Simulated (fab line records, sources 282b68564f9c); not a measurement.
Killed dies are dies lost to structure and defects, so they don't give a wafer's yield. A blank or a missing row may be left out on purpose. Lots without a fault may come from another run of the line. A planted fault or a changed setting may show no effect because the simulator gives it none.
fab line records | flow rit_cmos
record lots=6 wafers=18 last_day=7
route steps=202 shown REOX@99 NLDD@103 PLDD@114 SPACER@125 NSD@131 M1@202
lots that met no fault: from a run of the same line without faults
start_h: hours from the record's first day to the start of the lot's first wafer shown | wait_h: hours since the lot's step before | " the same as in the row above | L1.1+2: a row that stands for several wafers | - no value, or no start given | * or withheld: withheld | < > ~ a bound
route shown NAME@n: a module of which the file shows steps, and the number in the route of the first | usual: mean/standard deviation of fault-free wafers | same: alike in all rows | chamber/n: place in a boat | sites: the reading at each site | _std_site: their standard deviation | _edge_site: outer sites' mean less inner sites' | radius_mm: how far each site lies from the wafer's centre | mask NAME#n: copy n | behind: the tool/chamber that last shaped the wafer | hold: why the lot was held/for how many hours/how that ended | device: the transistor (n, p or np) that didn't switch | end of line: the same wafers' tests at the end of the route | a step without rows: its recipe alone | killed: dies lost to structure and defects at the first sort, not the wafer's yield | map: a wafer's dies, x killed, . not, _ none there
set.NAME: the setting as run; set.NAME@STEP: as run at that earlier step | model.NAME: the simulator's own value behind a step, which no gauge read
lots at some steps of the route; a table a step, a row a wafer
services: from which hour (start_h, from the record's first day; less than 0 if before it) a tool's chamber was out of use, for how many hours, and why
## steps
# step RIT_REOX_CLEAN_01
# recipe chemistry=dHF dilution=50:1 time_s=30
# step RIT_REOX_CLEAN_02
# recipe chemistry=SC2 mix=3:3:50 time_s=600 temp_c=75 dry=n2_spin
# step RIT_REOX_OXIDATION_03
# recipe temp_c=900 ambient=O2 target_thk_a=252 ox_time_s=5580
# step RIT_REOX_THK_MEAS_04
# recipe reads=SiO2_of_REOX_OXIDATION_03
# usual REOX_OXIDE_THK=25.0/0.56
# columns lot.wafer tool chamber start_h wait_h REOX_OXIDE_THK[nm]
L107.1 film_metro-04 - 41.26 0.0 24.8
L107.3 " - " " 24.6
L107.6 " - " " 24.7
L118.2 film_metro-03 - 100.52 0.0 25.3
L118.3 " - " " 25.3
L118.5 " - " " 25.4
L121.1 film_metro-02 - 116.20 0.0 24.9
L121.2 " - " " 25.2
L121.6 " - " " 25.2
L123.2 film_metro-03 - 127.99 0.0 25.1
L123.3 " - " " 24.9
L123.6 " - " " 24.8
L125.3 film_metro-03 - 132.11 0.0 25.6
L125.4 " - " " 25.6
L125.5 " - " " 25.1
L129.1 film_metro-04 - 152.67 0.0 25.2
L129.4 " - " " 24.6
L129.6 " - " " 24.9
# step RIT_NLDD_HMDS_00
# recipe prime_time_s=60 prime_temp_c=140
# step RIT_NLDD_COAT_01
# recipe resist=NOVOLAK spin_rpm=3250 resist_thk_nm=1013
# step RIT_NLDD_SOFTBAKE_02
# recipe resist=NOVOLAK temp_c=90 time_s=60
# step RIT_NLDD_EXPOSE_03
# recipe mask_id=M7 na=0.57 target_cd_nm=40700 dose_mj=250
# step RIT_NLDD_PEB_04
# recipe resist=NOVOLAK temp_c=withheld time_s=withheld
# step RIT_NLDD_DEVELOP_05
# recipe resist=NOVOLAK develop_time_s=50 dev_temp_c=23
# step RIT_NLDD_OVL_MEAS_06
# usual NLDD_OVL=-0.7/1.5
# columns lot.wafer tool chamber start_h wait_h NLDD_OVL[nm]
L107.1 overlay-01 - 42.17 - -0.7
L107.3 " - " " -0.4
L107.6 " - " " -1.3
L118.2 overlay-01 - 101.42 - 0.6
L118.3 " - " " -0.1
L118.5 " - " " 1.1
L121.1 overlay-02 - 117.23 - -1.7
L121.2 " - " " -1.5
L121.6 " - " " -1.9
L123.2 overlay-01 - 129.05 - -0.1
L123.3 " - " " -0.2
L123.6 " - " " -0.4
L125.3 overlay-02 - 133.17 - -1.3
L125.4 " - " " 0.1
L125.5 " - " " -1.1
L129.1 overlay-01 - 153.62 - 1.8
L129.4 " - " " -0.6
L129.6 " - " " -1.2
# step RIT_NLDD_HARDBAKE_07
# recipe resist=NOVOLAK temp_c=140 time_s=60
# step RIT_NLDD_IMPLANT_08
# recipe species=P energy_kev=20 dose_cm2=5e+14 tilt_deg=7
# usual dose_ions_cm2=5e+14/5e+11 faraday_current_uA=1573/31
# columns lot.wafer tool chamber start_h wait_h dose_ions_cm2 faraday_current_uA
L107.1 implanter-03 0 42.41 0.1 5.006e+14 1554
L107.3 " 0 " " 5.003e+14 1532
L107.6 " 0 " " 5.002e+14 1603
L118.2 implanter-04 0 101.63 0.1 4.996e+14 1483
L118.3 " 0 " " 4.999e+14 1559
L118.5 " 0 " " 4.998e+14 1558
L121.1 implanter-04 0 117.42 0.1 4.738e+14 1503
L121.2 " 0 " " 4.74e+14 1517
L121.6 " 0 " " 4.739e+14 1491
L123.2 implanter-04 0 129.25 0.1 4.739e+14 1481
L123.3 " 0 " " 4.743e+14 1511
L123.6 " 0 " " 4.737e+14 1563
L125.3 implanter-02 0 133.40 0.1 5e+14 1610
L125.4 " 0 " " 5.003e+14 1579
L125.5 " 0 " " 5.002e+14 1606
L129.1 implanter-03 0 153.80 0.1 4.999e+14 1554
L129.4 " 0 " " 5.005e+14 1564
L129.6 " 0 " " 5.003e+14 1562
# step RIT_NLDD_STRIP_09
# recipe chemistry=O2 time_s=180 resist=NOVOLAK platen_temp_c=withheld power_w=500 pressure_mtorr=4000 o2_flow_sccm=4000
# usual drypump_motor_current_A=5.7/0.62
# columns lot.wafer tool chamber start_h wait_h drypump_motor_current_A rf_hours_counter_h
L107.1 plasma_asher-01 1 42.56 0.1 6.4 26
L107.3 " 1 " " 6.4 -
L107.6 " 0 " " 4.9 -
L118.2 plasma_asher-01 1 101.75 0.1 6.4 32
L118.3 " 0 " " 4.9 -
L118.5 " 0 " " 4.9 -
L121.1 plasma_asher-01 1 117.57 0.1 6.4 34
L121.2 " 0 " " 4.9 34
L121.6 " 0 " " 4.9 -
L123.2 plasma_asher-03 0 129.38 0.1 5.3 1
L123.3 " 0 " " 5.3 -
L123.6 " 1 " " 5.5 -
L125.3 plasma_asher-01 1 133.56 0.1 6.4 -
L125.4 " 0 " " 4.9 -
L125.5 " 0 " " 4.9 -
L129.1 plasma_asher-03 1 153.95 0.1 5.5 4
L129.4 " 0 " " 5.3 -
L129.6 " 0 " " 5.3 -
# step RIT_NLDD_TW_MEAS_10
# usual NLDD_TW=2472/31
# columns lot.wafer tool chamber start_h wait_h NLDD_TW
L107.1 film_metro-01 - 42.74 0.1 2491
L107.3 " - " " 2490
L107.6 " - " " 2493
L118.2 film_metro-02 - 101.94 0.1 2487
L118.3 " - " " 2495
L118.5 " - " " 2484
L121.1 film_metro-01 - 117.74 0.1 2473
L121.2 " - " " 2472
L121.6 " - " " 2469
L123.2 film_metro-02 - 129.56 0.1 2473
L123.3 " - " " 2460
L123.6 " - " " 2451
L125.3 film_metro-01 - 133.69 0.1 2485
L125.4 " - " " 2494
L125.5 " - " " 2482
L129.1 film_metro-04 - 154.13 0.1 2426
L129.4 " - " " 2430
L129.6 " - " " 2441
# step RIT_PLDD_HMDS_00
# recipe prime_time_s=60 prime_temp_c=140
# step RIT_PLDD_COAT_01
# recipe resist=NOVOLAK spin_rpm=3250 resist_thk_nm=1000
# step RIT_PLDD_SOFTBAKE_02
# recipe resist=NOVOLAK temp_c=90 time_s=60
# step RIT_PLDD_EXPOSE_03
# recipe mask_id=M8 na=0.57 target_cd_nm=40900 dose_mj=250
# step RIT_PLDD_PEB_04
# recipe resist=NOVOLAK temp_c=withheld time_s=withheld
# step RIT_PLDD_DEVELOP_05
# recipe resist=NOVOLAK develop_time_s=50 dev_temp_c=23
# step RIT_PLDD_OVL_MEAS_06
# usual PLDD_OVL=1.2/1.5
# columns lot.wafer tool chamber start_h wait_h PLDD_OVL[nm]
L107.1 overlay-02 - 43.65 - 2.6
L107.3 " - " " 3.0
L107.6 " - " " 1.0
L118.2 overlay-01 - 103.17 - 1.5
L118.3 " - " " 1.2
L118.5 " - " " 2.2
L121.1 overlay-01 - 118.83 - 0.3
L121.2 " - " " 0.1
L121.6 " - " " 3.0
L123.2 overlay-02 - 130.59 - -1.3
L123.3 " - " " 0.6
L123.6 " - " " 0.6
L125.3 overlay-02 - 134.59 - 0.4
L125.4 " - " " 1.1
L125.5 " - " " 0.8
L129.1 overlay-01 - 155.16 - 1.8
L129.4 " - " " 0.9
L129.6 " - " " 1.5
# step RIT_PLDD_HARDBAKE_07
# recipe resist=NOVOLAK temp_c=140 time_s=60
# step RIT_PLDD_IMPLANT_08
# recipe species=BF2 energy_kev=20 dose_cm2=9.197e+14 tilt_deg=7
# step RIT_PLDD_STRIP_09
# recipe chemistry=O2 time_s=180 resist=NOVOLAK platen_temp_c=withheld power_w=500 pressure_mtorr=4000 o2_flow_sccm=4000
# usual drypump_motor_current_A=5.6/0.63
# columns lot.wafer tool chamber start_h wait_h drypump_motor_current_A rf_hours_counter_h
L107.1 plasma_asher-04 0 43.99 0.1 5.4 38
L107.3 " 1 " " 6.6 -
L107.6 " 1 " " 6.7 -
L118.2 plasma_asher-02 1 103.50 0.1 5.1 46
L118.3 " 0 " " 5.3 -
L118.5 " 0 " " 5.4 -
L121.1 plasma_asher-04 0 119.17 0.1 5.4 47
L121.2 " 1 " " 6.6 47
L121.6 " 1 " " 6.6 -
L123.2 plasma_asher-04 1 130.92 0.1 6.7 48
L123.3 " 0 " " 5.4 -
L123.6 " 1 " " 6.6 -
L125.3 plasma_asher-01 0 134.98 0.1 4.9 -
L125.4 " 1 " " 6.4 -
L125.5 " 1 " " 6.4 -
L129.1 plasma_asher-02 0 155.51 0.1 5.3 52
L129.4 " 1 " " 5.1 -
L129.6 " 1 " " 5.1 -
# step RIT_PLDD_TW_MEAS_10
# usual PLDD_TW=2349/28
# columns lot.wafer tool chamber start_h wait_h PLDD_TW
L107.1 film_metro-04 - 44.17 0.1 2303
L107.3 " - " " 2303
L107.6 " - " " 2319
L118.2 film_metro-01 - 103.69 0.1 2373
L118.3 " - " " 2378
L118.5 " - " " 2386
L121.1 film_metro-02 - 119.34 0.1 2367
L121.2 " - " " 2361
L121.6 " - " " 2363
L123.2 film_metro-04 - 131.11 0.1 2290
L123.3 " - " " 2297
L123.6 " - " " 2293
L125.3 film_metro-04 - 135.11 0.1 2292
L125.4 " - " " 2290
L125.5 " - " " 2293
L129.1 film_metro-01 - 155.69 0.1 2335
L129.4 " - " " 2341
L129.6 " - " " 2360
# step RIT_SPACER_CLEAN_00
# recipe chemistry=SC1 mix=3:3:50 time_s=600 temp_c=75
# step RIT_SPACER_CLEAN_01
# recipe chemistry=dHF dilution=50:1 time_s=30
# step RIT_SPACER_CLEAN_02
# recipe chemistry=SC2 mix=3:3:50 time_s=600 temp_c=75 dry=n2_spin
# step RIT_SPACER_CVD_03
# recipe material=Si3N4 target_thk_nm=250 temp_c=810 precursor=SiH2Cl2/NH3 time_s=3300 pressure_mtorr=300 sih2cl2_flow_sccm=60 nh3_flow_sccm=150
# step RIT_SPACER_THK_MEAS_04
# recipe reads=Si3N4_of_SPACER_CVD_03
# usual SPACER_NITRIDE_THK=250.9/2.3
# columns lot.wafer tool chamber start_h wait_h SPACER_NITRIDE_THK[nm]
L107.1 film_metro-02 - 46.53 0.0 247.3
L107.3 " - " " 248.2
L107.6 " - " " 245.8
L118.2 film_metro-02 - 106.05 0.0 250.8
L118.3 " - " " 252.1
L118.5 " - " " 250.4
L121.1 film_metro-02 - 121.69 0.0 251.1
L121.2 " - " " 250.2
L121.6 " - " " 250.0
L123.2 film_metro-03 - 133.45 0.0 249.9
L123.3 " - " " 251.6
L123.6 " - " " 250.6
L125.3 film_metro-03 - 137.47 0.0 249.1
L125.4 " - " " 250.3
L125.5 " - " " 249.5
L129.1 film_metro-02 - 158.03 0.0 248.6
L129.4 " - " " 253.4
L129.6 " - " " 250.4
# step RIT_SPACER_ETCHBACK_05
# recipe target_depth_a=2500 SF6_flow_sccm=30 CHF3_flow_sccm=30 target=Si3N4 chemistry=SF6/CHF3 pressure_mtorr=40 rf_w=250 time_s=240 stop_on=SiO2
# usual drypump_motor_current_A=5.7/0.43 oes_product_au=0.838/0.015 throttle_valve_pct=10.29/0.16
# columns lot.wafer tool chamber start_h wait_h drypump_motor_current_A oes_product_au rf_hours_counter_h throttle_valve_pct
L107.1 rie_diel-04 2 46.59 0.1 5.4 0.818 39 10.17
L107.3 " 3 " " 5.4 0.849 18 10.35
L107.6 " 1 " " 5.6 0.822 - 10.27
L118.2 rie_diel-01 2 106.10 0.0 5.9 0.829 152 10.03
L118.3 " 0 " " 4.9 0.817 117 10.51
L118.5 " 2 " " 5.9 0.832 - 10.03
L121.1 rie_diel-01 3 121.75 0.1 5.7 0.833 109 10.41
L121.2 " 1 " " 5.3 0.863 0 10.31
L121.6 " 2 " " 5.9 0.832 - 10.04
L123.2 rie_diel-03 3 133.50 0.0 6.3 0.829 31 10.38
L123.3 " 2 " " 6.4 0.828 40 9.98
L123.6 " 2 " " 6.4 0.823 - 9.98
L125.3 rie_diel-01 0 137.51 0.0 4.9 0.821 118 10.51
L125.4 " 3 " " 5.7 0.831 110 10.41
L125.5 " 1 " " 5.4 0.864 - 10.30
L129.1 rie_diel-04 0 158.09 0.1 5.9 0.833 7 10.46
L129.4 " 1 " " 5.6 0.842 91 10.30
L129.6 " 2 " " 5.4 0.831 - 10.19
# step RIT_NSD_HMDS_00
# recipe prime_time_s=60 prime_temp_c=140
# step RIT_NSD_COAT_01
# recipe resist=NOVOLAK spin_rpm=3250 resist_thk_nm=1000
# step RIT_NSD_SOFTBAKE_02
# recipe resist=NOVOLAK temp_c=90 time_s=60
# step RIT_NSD_EXPOSE_03
# recipe mask_id=M9 na=0.57 target_cd_nm=40700 dose_mj=250
# step RIT_NSD_PEB_04
# recipe resist=NOVOLAK temp_c=withheld time_s=withheld
# step RIT_NSD_DEVELOP_05
# recipe resist=NOVOLAK develop_time_s=50 dev_temp_c=23
# step RIT_NSD_OVL_MEAS_06
# usual NSD_OVL=0.5/1.5
# columns lot.wafer tool chamber start_h wait_h NSD_OVL[nm]
L107.1 overlay-01 - 47.59 - 1.5
L107.3 " - " " -0.9
L107.6 " - " " 0.6
L118.2 overlay-01 - 107.23 - 2.4
L118.3 " - " " 2.9
L118.5 " - " " 1.9
L121.1 overlay-02 - 122.87 - -0.7
L121.2 " - " " -1.6
L121.6 " - " " 1.5
L123.2 overlay-01 - 134.63 - 1.6
L123.3 " - " " 3.9
L123.6 " - " " 3.9
L125.3 overlay-02 - 138.52 - 1.8
L125.4 " - " " 1.2
L125.5 " - " " 0.4
L129.1 overlay-02 - 159.27 - -1.5
L129.4 " - " " -0.6
L129.6 " - " " -2.7
# step RIT_NSD_HARDBAKE_07
# recipe resist=NOVOLAK temp_c=140 time_s=60
# step RIT_NSD_IMPLANT_08
# recipe species=P energy_kev=25 dose_cm2=1e+15 tilt_deg=7
# step RIT_NSD_STRIP_09
# recipe chemistry=O2 time_s=180 resist=NOVOLAK platen_temp_c=withheld power_w=500 pressure_mtorr=4000 o2_flow_sccm=4000
# usual drypump_motor_current_A=5.5/0.45
# columns lot.wafer tool chamber start_h wait_h drypump_motor_current_A rf_hours_counter_h
L107.1 plasma_asher-02 0 47.92 0.1 5.4 42
L107.3 " 1 " " 5.2 -
L107.6 " 0 " " 5.4 -
L118.2 plasma_asher-02 0 107.56 0.1 5.4 47
L118.3 " 1 " " 5.1 -
L118.5 " 1 " " 5.1 -
L121.1 plasma_asher-02 0 123.21 0.1 5.4 48
L121.2 " 1 " " 5.1 48
L121.6 " 0 " " 5.4 -
L123.2 plasma_asher-03 0 134.96 0.1 5.3 2
L123.3 " 1 " " 5.5 -
L123.6 " 0 " " 5.3 -
L125.3 plasma_asher-02 1 138.91 0.1 5.1 -
L125.4 " 0 " " 5.4 -
L125.5 " 1 " " 5.1 -
L129.1 plasma_asher-04 0 159.61 0.1 5.4 51
L129.4 " 0 " " 5.4 -
L129.6 " 0 " " 5.4 -
# step RIT_SDANNEAL_RS_MEAS_07
# recipe thk_meas_gauge=four-point-probe
# usual NLDD_RS=151.8/0.47
# columns lot.wafer tool chamber start_h wait_h NLDD_RS[ohm/sq]
L107.1 film_metro-04 - 50.49 0.1 152.8
L107.3 " - " " 152.0
L107.6 " - " " 152.0
L118.2 film_metro-01 - 110.04 0.1 152.4
L118.3 " - " " 152.4
L118.5 " - " " 152.5
L121.1 film_metro-04 - 126.04 0.1 158.9
L121.2 " - " " 158.6
L121.6 " - " " 159.3
L123.2 film_metro-02 - 137.55 0.1 158.6
L123.3 " - " " 159.0
L123.6 " - " " 158.1
L125.3 film_metro-01 - 141.36 0.1 152.7
L125.4 " - " " 152.5
L125.5 " - " " 152.5
L129.1 film_metro-04 - 162.18 0.1 152.0
L129.4 " - " " 151.6
L129.6 " - " " 151.3
# step RIT_M1_PROBE_99
# usual killed_at_contacts=0.1/0.25 killed_at_front_end=6/3.1 killed_dies=6/3.1 killed_open=2.9/2 killed_short=3.3/2
# same gross_dies=264 killed_at_M0_to_M3=0 killed_at_M4_up=0 killed_at_back_side=0 killed_at_other=0
# columns lot.wafer tool chamber start_h wait_h killed_at_contacts killed_at_front_end killed_dies killed_open killed_short
L107.1 prober-02 - 57.66 0.1 0 9 9 5 4
L107.3 prober-02 - 57.76 0.2 0 2 2 0 2
L107.6 prober-02 - 57.91 0.2 0 2 2 2 0
L118.2 prober-01 - 117.19 0.1 0 10 10 4 6
L118.3 prober-01 - 117.24 0.2 1 6 7 3 4
L118.5 prober-01 - 117.34 0.2 0 11 11 4 7
L121.1 prober-02 - 132.92 0.1 0 8 8 5 3
L121.2 prober-02 - 132.97 0.1 0 11 11 5 6
L121.6 prober-02 - 133.17 0.2 0 9 9 2 6
L123.2 prober-02 - 144.48 0.1 0 3 3 2 1
L123.3 prober-02 - 144.53 0.2 0 9 9 3 6
L123.6 prober-02 - 144.68 0.2 0 5 5 3 2
L125.3 prober-02 - 148.48 0.2 0 3 3 1 2
L125.4 prober-02 - 148.53 0.2 0 4 4 1 3
L125.5 prober-02 - 148.58 0.2 0 2 2 0 2
L129.1 prober-02 - 169.22 0.1 0 2 2 2 0
L129.4 prober-02 - 169.37 0.2 0 1 1 0 1
L129.6 prober-02 - 169.47 0.2 0 3 3 2 1
# killed by level:class
L107.1 FOX1:geometric_particle:short=2 SILICIDE:geometric_particle:open=2 FOX1:geometric_particle:open=1 FOX2:geometric_particle:short=1 REOX:geometric_particle:open=1 SPACER:geometric_particle:open=1 SILICIDE:geometric_particle:short=1
L107.3 GATE:geometric_particle:short=1 REOX:geometric_particle:short=1
L107.6 ACTIVE:geometric_particle:open=1 GATE:geometric_particle:open=1
L118.2 GATE:geometric_particle:open=3 GATE:geometric_particle:short=2 REOX:geometric_particle:short=2 REOX:geometric_particle:open=1 SPACER:geometric_particle:short=1 SILICIDE:geometric_particle:short=1
L118.3 FOX1:geometric_particle:open=1 FOX2:geometric_particle:short=1 GATE:geometric_particle:open=1 GATE:geometric_particle:short=1 SPACER:geometric_particle:short=1 SILICIDE:geometric_particle:short=1 CONTACT:geometric_particle:open=1
L118.5 GATE:geometric_particle:short=4 GATE:geometric_particle:open=2 FOX1:geometric_particle:short=1 REOX:geometric_particle:open=1 SPACER:geometric_particle:short=1 SILICIDE:geometric_particle:open=1 SILICIDE:geometric_particle:short=1
L121.1 FOX1:geometric_particle:open=2 GATE:geometric_particle:open=2 FOX2:geometric_particle:short=1 GATE:geometric_particle:short=1 SILICIDE:geometric_particle:open=1 SILICIDE:geometric_particle:short=1
L121.2 SPACER:geometric_particle:short=3 FOX1:geometric_particle:open=2 SILICIDE:geometric_particle:short=2 GATE:geometric_particle:short=1 GATE:geometric_particle:open=1 SPACER:geometric_particle:open=1 SILICIDE:geometric_particle:open=1
L121.6 FOX1:geometric_particle:short=2 GATE:geometric_particle:open=2 REOX:geometric_particle:short=2 GATE:geometric_particle:short=1 SPACER:geometric_particle:short=1 ACTIVE:coat_microbubble_printed=1
L123.2 FOX1:geometric_particle:open=1 GATE:geometric_particle:short=1 SILICIDE:geometric_particle:open=1
L123.3 GATE:geometric_particle:short=2 SILICIDE:geometric_particle:short=2 FOX1:geometric_particle:open=1 FOX1:geometric_particle:short=1 REOX:geometric_particle:open=1 REOX:geometric_particle:short=1 SILICIDE:geometric_particle:open=1
L123.6 GATE:geometric_particle:open=3 GATE:geometric_particle:short=2
L125.3 FOX1:geometric_particle:short=1 GATE:geometric_particle:open=1 SILICIDE:geometric_particle:short=1
L125.4 GATE:geometric_particle:open=1 GATE:geometric_particle:short=1 REOX:geometric_particle:short=1 SILICIDE:geometric_particle:short=1
L125.5 SILICIDE:geometric_particle:short=2
L129.1 GATE:geometric_particle:open=2
L129.4 REOX:geometric_particle:short=1
L129.6 FOX2:geometric_particle:open=2 GATE:geometric_particle:short=1
## services
# columns tool chamber start_h hours kind
plasma_asher-04 - 21.83 2.8 pm
implanter-03 - 34.00 2.7 repair
rie_diel-01 0 35.94 40.7 repair
implanter-03 - 68.10 3.8 repair
plasma_asher-02 - 71.80 14.6 pm
implanter-02 - 82.09 4.3 repair
rie_diel-01 1 86.71 - clean
rie_diel-01 1 86.71 - consumable_replace:esc
rie_diel-01 1 86.71 20.6 scheduled_down
rie_diel-01 1 86.71 20.6 vent_cycle
plasma_asher-03 - 88.64 1.2 repair
plasma_asher-03 - 108.75 9.0 pm
plasma_asher-03 0 108.75 9.0 vent_cycle
plasma_asher-03 1 108.75 9.0 vent_cycle
rie_diel-01 2 114.80 1.8 repair
implanter-02 - 116.09 2.6 repair
plasma_asher-03 0 117.75 - clean
plasma_asher-03 1 117.75 - clean
implanter-02 - 118.66 6.6 pm
implanter-04 - 131.88 6.2 repair
rie_diel-01 2 144.00 - clean
implanter-02 - 145.86 2.5 repair
rie_diel-01 1 149.95 4.8 repair
rie_diel-03 2 150.53 4.3 repair
## key
first_sign step=RIT_NLDD_IMPLANT_08 reading=dose_ions_cm2 direction=down sigmas=52 usual=5e+14 struck=4.739e+14
effect step=RIT_NLDD_IMPLANT_08 reading=faraday_current_uA direction=down sigmas=2 usual=1573 struck=1511
effect step=RIT_SDANNEAL_RS_MEAS_07 reading=NLDD_RS direction=up sigmas=15 usual=151.8 struck=158.8
met_at RIT_NLDD_IMPLANT_08
struck_wafers L121.1,L121.2,L121.6,L123.2,L123.3,L123.6
tester_left_out L121,L123
onset_between 101.63 117.42
fault kind=process_parameter_drift tool=implanter-04 chamber=- onset_h=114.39 steps=RIT_NLDD_IMPLANT_08 channel=dose_cm2 offset=-2.6053e+13 shape=step end_h=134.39 acts_in=these_recipes_only stated=5e+14
# tester_left_out: of these lots the tester's yield and bins aren't shown, on N5 and GAA mostly nor the transistor test; their killed dies are dies lost to structure and defects alone, not to doping, threshold or leakage, so they don't give the yield
